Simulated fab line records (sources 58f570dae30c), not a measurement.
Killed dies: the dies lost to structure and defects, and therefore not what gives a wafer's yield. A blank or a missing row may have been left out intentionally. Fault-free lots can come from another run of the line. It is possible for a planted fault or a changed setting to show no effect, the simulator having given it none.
Which tool was responsible?	flow berkeleyCmos170	6 lots, 18 wafers sampled, at 3 steps of a route of 331

## WHAT EACH GAUGE READ, for each wafer
UCB170_NSD_CD_MEAS_06: the cd target is 1200 nm.
lot	measured	on	cdNm (nm)
L864	day 7 19:33	cdSem-02	1199.8 1201.5 1201.5
L867	day 8 01:37	cdSem-02	1198.0 1196.9 1198.7
L869	day 8 09:25	cdSem-01	1197.2 1197.4 1196.2
L875	day 9 23:08	cdSem-01	1214.9 1204.3 1203.8 1215.1 1204.8 1204.1
L879	day 10 17:37	cdSem-01	1198.6 1198.2 1198.3
L882	day 11 03:20	cdSem-02	1201.2 1200.7 1198.9

## WHICH TOOL RAN EACH LOT (tool, then ch and the chambers of the sampled wafers, then the start)
lot	UCB170_ACTIVE_ETCH_15	UCB170_NSD_EXPOSE_03
L864	rieDiel-02 ch 1,3, day 5 03:26	krfScanner-01 ch 0, day 7 18:33
L867	rieDiel-03 ch 0,3, day 5 12:44	krfScanner-01 ch 0, day 8 01:13
L869	rieDiel-03 ch 0,2,3, day 5 21:14	krfScanner-02 ch 0, day 8 09:01
L875	rieDiel-01 ch 0,1, day 7 10:19	krfScanner-02 ch 0, day 9 22:44
L879	rieDiel-02 ch 1,2,3, day 8 08:34	krfScanner-01 ch 0, day 10 17:12
L882	rieDiel-01 ch 0,1,3, day 8 21:43	krfScanner-01 ch 0, day 11 02:37
- UCB170_ACTIVE_ETCH_15: etches Si3N4 in CH3F/Ar/O2, stops on SiO2, target depth 242 nm, time 151 s.
- UCB170_NSD_EXPOSE_03: exposes mask NSELECT MOD, target cd 1200 nm.

## THE ANSWER, worked out from the rows above alone
Rule: the lots themselves supply what counts as usual. The widest of any qualifying gaps counts: lots, ordered by their means at a reading, are off when they make up no more than a third of the lots, leave a main group of 4 or more, and stand apart from it by 3 or more times the standard deviation of that group's means. A main group is skipped when, at the precision printed for the reading in the tables above, its means are all equal. A lot without any number at a reading at which 4 lots or more have one is off too. Any other lot the step has rows for is counted as sound.
Off: L875, at UCB170_NSD_CD_MEAS_06 (cdNm). Mean 1198.9 nm and standard deviation 1.5 in the main group.
If a tool, at a process step before that reading, ran all the lots that are off and no sound lot after the first of them, it fits. Those tools and the gauges at UCB170_NSD_CD_MEAS_06 are tried in the same way. One fits: krfScanner-02 at UCB170_NSD_EXPOSE_03. A fault onset in the window from L869 (day 8 09:01, its last sound lot) to L875 (day 9 22:44, its first lot off) fits.

## WHAT HAD BEEN PUT IN BY THE SIMULATOR
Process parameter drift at UCB170_NSD_EXPOSE_03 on krfScanner-02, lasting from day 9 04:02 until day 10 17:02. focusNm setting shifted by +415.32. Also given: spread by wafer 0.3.
Lots struck among those shown: L875. The same result came from the rule above.
